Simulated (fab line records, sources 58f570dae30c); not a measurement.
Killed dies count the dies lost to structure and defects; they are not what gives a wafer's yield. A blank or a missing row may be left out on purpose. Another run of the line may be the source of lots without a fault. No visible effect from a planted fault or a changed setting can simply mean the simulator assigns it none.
Comparing a struck lot with a sound one || flow berkeleyCmos170 || 16 steps out of a route of 331
Sound: these wafers, L152.1, L152.3, L152.6. Struck: wafers L163.2, L163.5 (left out: L163.1, a lot-mate that was not struck); the cause follows at the end.
At each step with rows: each side's tool, then ch and its chambers, then its first start. Under that, the readings that differ: sound wafers || struck wafers || difference of the means || sigmas: that difference in standard deviations of wafers without a fault.
alike: a reading whose means differ by less than 2 such deviations, as well as words and numbers matching on both sides. not compared: withheld readings; readings where some wafer has no value; bounds like >300 that might hide an equal value; numbers whose values overlap and for which the record gives no deviation.
Wherever a step has rows on one side only, a row that says differs or no value, or a row with sigmas, the two part there. Numbers that have no deviation but don't overlap get no sigmas and don't part them. Lack of a reading on every wafer of one side parts them only where that side has two or more wafers.

UCB170_M2_SOFTBAKE_06: time 61.63 s.
  sound on lithoTrack-04 ch 0, day 9 08:30; struck on lithoTrack-03 ch 0, day 11 17:22
  alike: exhaustPa, plateSensorTCentreC, plateSensorTEdgeC
UCB170_M2_STRIP_07: strips in O2.
  sound on plasmaAsher-02 ch 1, day 9 08:39; struck on plasmaAsher-01 ch 0,1, day 11 17:31
  alike: drypumpMotorCurrentA, oesProductAu, stripTimeToEndpointS
  not compared: rfHoursCounterH
then, 7 steps without rows for these wafers: UCB170_M2_STRIP_08 (strips KrF in DMSO, time 600 s); UCB170_M2_COAT_09; UCB170_M2_COAT_10 (resist thk 900 nm); UCB170_M2_SOFTBAKE_11 (time 60 s); UCB170_M2_EXPOSE_12 (exposes mask METAL2, target cd 700 nm); UCB170_M2_PEB_13; UCB170_M2_DEVELOP_14 (develop time 45 s).
UCB170_M2_CD_MEAS_15 targets a cd of 700 nm.
  struck on cdSem-01, day 11 19:23; sound on cdSem-02, day 9 11:27
  alike: cdNm
UCB170_M2_OVL_MEAS_16:
  struck on overlay-01, day 11 19:30; sound on overlay-01, day 9 11:34
  alike: M2_OVL
UCB170_M2_ETCH_17: etches BARC in N2/H2.
  sound on rieDiel-03 ch 0,2, day 9 11:37; struck on rieDiel-04 ch 3, day 11 19:32
{"reading": "throttleValvePct (%)", "sound": "13.53 13.27 13.53", "struck": "12.84 12.84", "difference": -0.60, "sigmas": -3}
  alike: biasW, drypumpMotorCurrentA, oesProductAu
UCB170_M2_METAL_ETCH_18: etches Al in Cl2/BCl3, stops on SiO2, target depth 1170 nm, time 195 s.
  sound on rieMetal-04 ch 0,1, day 9 11:39; struck on rieMetal-03 ch 0, day 11 19:35
{"reading": "biasW (W)", "sound": "119.1 119.6 119.8", "struck": "- -", "difference": "no value on the struck wafers", "sigmas": ""}
{"reading": "oesProductAu (a.u.)", "sound": "0.871 0.858 0.853", "struck": "0.960 0.974", "difference": "+0.106", "sigmas": "+10"}
{"reading": "runLengthS (s)", "sound": "223.9 223.8 223.8", "struck": "158.2 158.2", "difference": -65.6, "sigmas": "-99 or more"}
{"reading": "model.KrF_of_M2_COAT_10.thkNm (nm)", "sound": "212.1 219.4 212.6", "struck": "457.3 455.7", "difference": "+241.8", "sigmas": ""}
{"reading": "model.M2.featureDepthNm (nm)", "sound": "961 935.2 945.8", "struck": "741 741.8", "difference": -206, "sigmas": ""}
{"reading": "model.etch.depthNm (nm)", "sound": "903.2 879.8 888", "struck": "741 741.8", "difference": -149, "sigmas": ""}
  alike: drypumpMotorCurrentA, throttleValvePct
  not compared: rfHoursCounterH
UCB170_M2_STRIP_19: strips in O2.
  sound on plasmaAsher-02 ch 0,1, day 9 11:50; struck on plasmaAsher-04 ch 0,1, day 11 19:46
{"reading": "oesProductAu (a.u.)", "sound": "0.538 0.552 0.541", "struck": "0.724 0.722", "difference": "+0.179", "sigmas": "+8"}
  alike: drypumpMotorCurrentA
  not compared: rfHoursCounterH
UCB170_M2_CD_MEAS_90 targets a cd of 700 nm.
  struck on cdSem-01, day 11 19:52; sound on cdSem-02, day 9 11:58
{"reading": "cdNm (nm)", "sound": "703 698 700", "struck": "726 726", "difference": "+26", "sigmas": "+6"}
UCB170_V2_CVD_00: deposits SiO2 from TEOS/O2, target thk 2000 nm, time 250 s.
  the record has rows for the sound wafers here (pecvd-04 ch 0,1,2, day 9 12:05) and none for the struck ones

## WHERE THEY PART
Last at UCB170_V2_CVD_00 as far as this record goes, first at UCB170_M2_ETCH_17.

WHY: the cause the simulator had injected
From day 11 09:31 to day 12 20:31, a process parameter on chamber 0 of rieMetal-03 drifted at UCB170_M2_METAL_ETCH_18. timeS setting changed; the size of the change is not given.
